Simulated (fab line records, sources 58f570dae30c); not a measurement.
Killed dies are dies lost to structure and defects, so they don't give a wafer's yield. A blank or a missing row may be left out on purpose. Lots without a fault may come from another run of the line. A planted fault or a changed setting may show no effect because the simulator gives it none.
Split-lot experiment | flow berkeley_cmos170 | 5 lots, 23 wafers read, on a route of 331 steps

THE SPLIT
At UCB170_CONTACT_STRIP_19 (strips in O2), the setting overash_fraction was moved away from the recipe's 0.5 on 7 of the 23 wafers read, by +13.2% to +28.7%. The other wafers ran this setting at the recipe's value.

The reading is taken at the split's own step.

THE READING
oes_product_au, in a.u., at UCB170_CONTACT_STRIP_19 (strips in O2). Fault-free wafers of this fab line usually give 0.725 a.u., standard deviation 0.0047 a.u..

wafer  | tool, chamber at the split | overash_fraction as run | against the recipe | oes_product_au, a.u. | against lot-mates on the recipe
L075.1 | plasma_asher-02, 1         | 0.6434                  | +28.7%             | 0.697                | -0.027
L075.2 | plasma_asher-02, 0         | 0.5                     | recipe             | 0.727                | -
L075.3 | plasma_asher-02, 1         | 0.6434                  | +28.7%             | 0.690                | -0.034
L075.5 | plasma_asher-02, 0         | 0.5                     | recipe             | 0.722                | -
L075.6 | plasma_asher-02, 1         | 0.6434                  | +28.7%             | 0.679                | -0.045
L079.1 | plasma_asher-02, 0         | 0.5                     | recipe             | 0.723                | -
L079.2 | plasma_asher-02, 1         | 0.5                     | recipe             | 0.726                | -
L079.3 | plasma_asher-02, 1         | 0.5                     | recipe             | 0.730                | -
L079.5 | plasma_asher-02, 0         | 0.5                     | recipe             | 0.718                | -
L079.6 | plasma_asher-02, 1         | 0.5                     | recipe             | 0.721                | -
L080.1 | plasma_asher-02, 0         | 0.597                   | +19.4%             | 0.693                | -0.035
L080.3 | plasma_asher-02, 0         | 0.5                     | recipe             | 0.729                | -
L080.4 | plasma_asher-02, 1         | 0.5                     | recipe             | 0.728                | -
L080.5 | plasma_asher-02, 0         | 0.597                   | +19.4%             | 0.699                | -0.029
L080.6 | plasma_asher-02, 1         | 0.5                     | recipe             | 0.728                | -
L082.2 | plasma_asher-04, 1         | 0.5                     | recipe             | 0.720                | -
L082.3 | plasma_asher-04, 1         | 0.5                     | recipe             | 0.729                | -
L082.6 | plasma_asher-04, 0         | 0.5                     | recipe             | 0.714                | -
L085.1 | plasma_asher-04, 1         | 0.5                     | recipe             | 0.718                | -
L085.2 | plasma_asher-04, 0         | 0.5                     | recipe             | 0.722                | -
L085.3 | plasma_asher-04, 1         | 0.5661                  | +13.2%             | 0.699                | -0.022
L085.4 | plasma_asher-04, 0         | 0.5661                  | +13.2%             | 0.700                | -0.021
L085.5 | plasma_asher-04, 1         | 0.5                     | recipe             | 0.722                | -

THE FIT
A straight line over all 23 wafers: oes_product_au changes by -0.0013 a.u. for each +1% of overash_fraction; r = -0.93; the points scatter about the line by 0.0055 a.u..
The same after taking each lot's own level away (the mean of its wafers on the recipe; 23 wafers): -0.00135 a.u. for each +1%; r = -0.95; scatter 0.005 a.u..
On that fit, the largest move of overash_fraction shifts the reading by 0.039 a.u..
The lots' own levels span 0.7207 to 0.7283 a.u., that is 1.6 times the standard deviation above.
So the lot-to-lot level changes the slope little: the two slopes agree.
Check: with one of the wafers moved furthest among these (+28.7%) left out of the fit, the line predicts -0.0428 a.u. for it against its lot-mates. It came out at -0.0275 a.u. against them.
Tool readings at the split's step, against how far the setting was moved: oes_product_au r = -0.93.

OTHER SPLITS ON THESE WAFERS
These wafers also went through other splits before the reading. Each is held against what the fit with the lots' levels taken away leaves over:
other split on the same wafers    | wafers away from the commonest value | r with oes_product_au (lot level and that fit taken away)
UCB170_PLDD_PEB_04 peb_temp_c     | 10                                   | -0.06
UCB170_NLDD_IMPLANT_08 energy_kev | 8                                    | +0.17
UCB170_NSD_PEB_04 peb_temp_c      | 4                                    | -0.26
UCB170_NSD_IMPLANT_08 dose_cm2    | 7                                    | +0.25
UCB170_SILICIDE_SPUTTER_01 time_s | 10                                   | +0.07

THE FILE'S OWN FIT
oes_product_au changes by -0.00141 a.u. for each +1% of overash_fraction, r = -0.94.
